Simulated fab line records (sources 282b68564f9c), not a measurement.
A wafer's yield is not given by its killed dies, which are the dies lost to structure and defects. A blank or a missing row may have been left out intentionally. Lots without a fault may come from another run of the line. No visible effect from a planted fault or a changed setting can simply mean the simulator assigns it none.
Split-lot experiment | flow rit-cmos | 23 wafers read from 5 lots, route of 202 steps

## SPLIT DETAILS
At RIT_NWELL_IMPLANT_08, the setting energy-kev was moved away from the recipe's 170 on 8 of the 23 wafers read, by -4.4% to -3.5%. This setting was run at the recipe's value on the other wafers.

The split's own step is where the reading is taken.

## THE READING
The simulator's own value implant.drp-nm, read by no gauge, in nm at RIT_NWELL_IMPLANT_08. No usual value for it is given in the file.

wafer  | tool, chamber at the split | energy-kev as run | against the recipe | implant.drp-nm, nm | against lot-mates on the recipe
L077.1 | implanter-03, 0            | 170               | recipe             | 68.82              | -
L077.2 | implanter-03, 0            | 170               | recipe             | 68.82              | -
L077.4 | implanter-03, 0            | 164               | -3.5%              | 67.03              | -1.79
L077.5 | implanter-03, 0            | 164               | -3.5%              | 67.03              | -1.79
L077.6 | implanter-03, 0            | 164               | -3.5%              | 67.03              | -1.79
L079.1 | implanter-03, 0            | 170               | recipe             | 68.82              | -
L079.2 | implanter-03, 0            | 170               | recipe             | 68.82              | -
L079.3 | implanter-03, 0            | 170               | recipe             | 68.82              | -
L079.4 | implanter-03, 0            | 170               | recipe             | 68.82              | -
L079.6 | implanter-03, 0            | 170               | recipe             | 68.82              | -
L081.2 | implanter-03, 0            | 170               | recipe             | 68.82              | -
L081.5 | implanter-03, 0            | 170               | recipe             | 68.82              | -
L081.6 | implanter-03, 0            | 170               | recipe             | 68.82              | -
L082.1 | implanter-04, 0            | 163               | -4.1%              | 66.73              | -2.09
L082.3 | implanter-04, 0            | 163               | -4.1%              | 66.73              | -2.09
L082.2 | implanter-04, 0            | 170               | recipe             | 68.82              | -
L082.4 | implanter-04, 0            | 170               | recipe             | 68.82              | -
L082.6 | implanter-04, 0            | 170               | recipe             | 68.82              | -
L085.2 | implanter-01, 0            | 162.6             | -4.4%              | 66.61              | -2.21
L085.5 | implanter-01, 0            | 162.6             | -4.4%              | 66.61              | -2.21
L085.6 | implanter-01, 0            | 162.6             | -4.4%              | 66.61              | -2.21
L085.3 | implanter-01, 0            | 170               | recipe             | 68.82              | -
L085.4 | implanter-01, 0            | 170               | recipe             | 68.82              | -

THE FIT
A straight line over all 23 wafers: implant.drp-nm changes by +0.508 nm for each +1% of energy-kev; r = +1.00; the points scatter about the line by 0.00056 nm.
The same after taking each lot's own level away (the mean of its wafers on the recipe; 23 wafers): +0.508 nm for each +1%; r = +1.00; scatter 0.00056 nm.
According to that fit, moving energy-kev by its largest amount changes the reading by 2.2 nm.
The lots' own levels span 68.820 to 68.820 nm.
So the lot-to-lot level changes the slope little: the two slopes agree.
Check: -2.21 nm against its lot-mates is what the line predicts for one of the wafers moved furthest among these (-4.4%) when that wafer is left out of the fit. Against them it came out at -2.21 nm.

## THE OTHER SPLITS THESE WAFERS WENT THROUGH
Note: prior to the reading, these wafers also went through further splits. Each is held against what the fit with the lots' levels taken away leaves over:
other split on the same wafers | wafers away from the commonest value | r with implant.drp-nm (lot level and that fit taken away)
RIT_ACTIVE_COAT_06 spin-rpm    | 11                                   | +0.36

## THE WHOLE CHAIN: every reading that the file lists as answering this split, in the file's order
step                 | what it does | reading                                                         | change (the file's fit)               | r (the file's)
RIT_NWELL_IMPLANT_08 |              | implant.rp-nm (the simulator's own value, which no gauge read)  | +2.15 nm for each +1% of the setting  | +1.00
RIT_NWELL_IMPLANT_08 |              | implant.drp-nm (the simulator's own value, which no gauge read) | +0.509 nm for each +1% of the setting | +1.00

## THE FILE'S OWN FIT
implant.drp-nm changes by +0.509 nm for each +1% of energy-kev, r = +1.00.
